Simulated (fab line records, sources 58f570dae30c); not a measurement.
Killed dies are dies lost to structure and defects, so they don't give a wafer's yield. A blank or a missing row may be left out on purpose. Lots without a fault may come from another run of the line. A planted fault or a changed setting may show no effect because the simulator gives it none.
A struck lot beside a sound one | flow berkeley_cmos170 | 15 steps out of a route of 331
Sound: wafers L268.4, L268.5, L268.6. Struck: wafers L285.1, L285.4, L285.6. The cause comes at the end.
At each step with rows: each side's tool, then ch and its chambers, then its first start. Under that, the readings that differ: sound wafers | struck wafers | difference of the means | sigmas: that difference in standard deviations of wafers without a fault.
alike: readings whose means differ by less than 2 such deviations, and words and numbers that are the same on both sides. not compared: withheld readings, readings that some wafer has no value for, bounds like >300 that may hide the same value, and numbers for which the record gives no deviation and whose values overlap.
The two part at a step that has a row with sigmas, a row that says differs or no value, or rows on one side only. Numbers that don't overlap but have no deviation are shown without sigmas and don't part them. A reading that every wafer of one side lacks parts them only if that side has two wafers or more.

first, 1 step without rows for these wafers: UCB170_M2_SOFTBAKE_06 (time 60 s).
UCB170_M2_STRIP_07: strips in O2.
  sound on plasma_asher-04 ch 0,1, day 7 19:22; struck on plasma_asher-04 ch 0,1, day 10 23:57
  alike: drypump_motor_current_A, oes_product_au, strip_time_to_endpoint_s
  not compared: rf_hours_counter_h
then, 7 steps without rows for these wafers: UCB170_M2_STRIP_08 (strips KrF in DMSO, time 600 s); UCB170_M2_COAT_09; UCB170_M2_COAT_10 (resist thk 900 nm); UCB170_M2_SOFTBAKE_11 (time 60 s); UCB170_M2_EXPOSE_12 (exposes mask METAL2, target cd 700 nm); UCB170_M2_PEB_13; UCB170_M2_DEVELOP_14 (develop time 45 s).
UCB170_M2_CD_MEAS_15: target cd 700 nm.
  sound on cd_sem-01, day 7 21:08; struck on cd_sem-02, day 11 01:21
  alike: cd_nm
UCB170_M2_OVL_MEAS_16:
  sound on overlay-02, day 7 21:12; struck on overlay-02, day 11 01:28
  alike: M2_OVL
UCB170_M2_ETCH_17: etches BARC in N2/H2.
  sound on rie_diel-03 ch 1,2,3, day 7 21:14; struck on rie_diel-02 ch 0,1,2, day 11 01:30
  alike: chamber_pressure_mTorr, drypump_motor_current_A, oes_product_au, throttle_valve_pct
UCB170_M2_METAL_ETCH_18: etches Al in Cl2/BCl3, stops on SiO2, target depth 1170 nm, time 195 s.
  sound on rie_metal-03 ch 0,1, day 7 21:20; struck on rie_metal-03 ch 1, day 11 01:33
  reading                        | sound                | struck               | difference | sigmas
  chamber_pressure_mTorr (mTorr) | 12.014 11.971 11.994 | 14.396 14.396 14.388 | +2.400     | +99 or more
  alike: bcl3_flow_sccm, drypump_motor_current_A, oes_product_au, throttle_valve_pct
  not compared: rf_hours_counter_h
UCB170_M2_STRIP_19: strips in O2.
  sound on plasma_asher-04 ch 0,1, day 7 21:29; struck on plasma_asher-02 ch 0,1, day 11 01:44
  alike: drypump_motor_current_A, oes_product_au
  not compared: rf_hours_counter_h
then, 1 step without rows for these wafers: UCB170_M3_PROBE_99.

WHERE THEY PART
Only at UCB170_M2_METAL_ETCH_18, within this record. Later steps at which nothing parts them and some readings are alike: UCB170_M2_STRIP_19.

WHY: what the simulator had put in
Process parameter drift: rie_metal-03, from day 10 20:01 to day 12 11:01, at UCB170_M2_METAL_ETCH_18. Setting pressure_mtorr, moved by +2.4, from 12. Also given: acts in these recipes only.
